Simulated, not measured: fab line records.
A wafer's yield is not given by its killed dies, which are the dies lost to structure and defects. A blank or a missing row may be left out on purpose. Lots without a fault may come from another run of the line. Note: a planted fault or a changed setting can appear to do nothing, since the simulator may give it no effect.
What tool caused it? -- flow rit cmos -- 39 wafers from 13 lots sampled at 2 of the route's 202 steps

== WHAT THE GAUGES READ, wafer by wafer ==
RIT_ACTIVE_CD_MEAS_11 targets a cd of 1400 nm.
lot,measured,on,cd nm (nm)
L145,day 1 14:47,cd sem-01,1402.8 1401.8 1400.2
L146,day 1 19:35,cd sem-02,1397.7 1401.6 1400.3
L147,day 2 00:34,cd sem-01,1396.5 1395.0 1397.3
L148,day 2 05:34,cd sem-02,1395.9 1397.5 1396.9
L151,day 2 20:42,cd sem-01,1396.8 1398.5 1395.5
L152,day 3 03:31,cd sem-02,1400.3 1399.0 1398.4
L153,day 3 06:29,cd sem-01,1396.2 1395.8 1395.6
L154,day 3 11:57,cd sem-02,1402.6 1401.7 1400.6
L155,day 3 17:50,cd sem-02,1401.8 1399.3 1399.1
L156,day 3 21:34,cd sem-02,1398.1 1400.2 1401.0
L157,day 4 04:14,cd sem-02,1396.5 1398.8 1396.5
L161,day 5 00:38,cd sem-01,1385.1 1299.5 1388.3
L167,day 6 04:29,cd sem-02,1402.2 1401.4 1401.0

== EACH LOT AND THE TOOL THAT RAN IT (in order: tool; ch and the chambers of the sampled wafers; start) ==
lot,RIT_ACTIVE_EXPOSE_08
L145,"iline stepper-01 ch 0, day 1 14:23"
L146,"iline stepper-01 ch 0, day 1 19:10"
L147,"iline stepper-02 ch 0, day 2 00:10"
L148,"iline stepper-01 ch 0, day 2 05:10"
L151,"iline stepper-02 ch 0, day 2 20:18"
L152,"iline stepper-01 ch 0, day 3 03:07"
L153,"iline stepper-01 ch 0, day 3 06:05"
L154,"iline stepper-02 ch 0, day 3 11:33"
L155,"iline stepper-02 ch 0, day 3 17:26"
L156,"iline stepper-01 ch 0, day 3 21:10"
L157,"iline stepper-01 ch 0, day 4 03:50"
L161,"iline stepper-01 ch 0, day 5 00:14"
L167,"iline stepper-02 ch 0, day 6 04:05"
- RIT_ACTIVE_EXPOSE_08: exposes mask M1, target cd 1400 nm.

== AS READ BY THE TOOLS THEMSELVES (means over the sampled wafers that have a number; for cases with no such wafer, the mark the record gives instead) ==
RIT_ACTIVE_EXPOSE_08.
lot,tool,exposure dose mJ cm2
L145,iline stepper-01,225.20
L146,iline stepper-01,225.14
L147,iline stepper-02,224.92
L148,iline stepper-01,224.78
L151,iline stepper-02,224.76
L152,iline stepper-01,225.07
L153,iline stepper-01,224.89
L154,iline stepper-02,225.25
L155,iline stepper-02,224.96
L156,iline stepper-01,224.85
L157,iline stepper-01,224.99
L161,iline stepper-01,217.87
L167,iline stepper-02,224.99

== THE ANSWER, worked out from the rows above alone ==
Rule: what is usual is taken from the lots themselves. Put in order of their means at a reading, lots are off if they are a third of the lots or fewer, leave a main group of 4 or more, and stand apart from it by a gap of 3 or more times the standard deviation of the main group's means; of several such gaps the widest counts. A main group is skipped when, at the precision printed for the reading in the tables above, its means are all equal. Also off: a lot with no number at a reading for which 4 or more lots have one. Any other lot the step has rows for is counted as sound. First the gauges in route order, then the tools' own readings, where a lot's mean is used as printed above. At the first step where some lot is off, the reading lying furthest off is the one used; lots without a number count as furthest.
Off: L161, at RIT_ACTIVE_CD_MEAS_11 (cd nm). For the main group the mean is 1398.9 nm and the standard deviation 2.1.
A tool fits if, at a process step before that reading, it ran every lot that is off, and no sound lot after the first of them. Not tried: the gauges at RIT_ACTIVE_CD_MEAS_11; whatever is off there is also off at RIT_ACTIVE_EXPOSE_08, on other tools, and gauge error can't account for it. One fits: RIT_ACTIVE_EXPOSE_08 on iline stepper-01. A fault onset in the window from L157 (day 4 03:50, its last sound lot) to L161 (day 5 00:14, its first lot off) fits.
The tool's own readings at RIT_ACTIVE_EXPOSE_08 bear it out: on the lots that are off they differ by more than 5 times the standard deviation of the sound lots' means. exposure dose mJ cm2 reads 217.87 there against 224.98 on the sound lots.

== WHAT THE SIMULATOR HAD INSERTED ==
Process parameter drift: iline stepper-01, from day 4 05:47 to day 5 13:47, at RIT_ACTIVE_EXPOSE_08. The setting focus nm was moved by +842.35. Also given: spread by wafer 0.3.
Lots struck among those shown: L161. This agrees with what the rule above found.
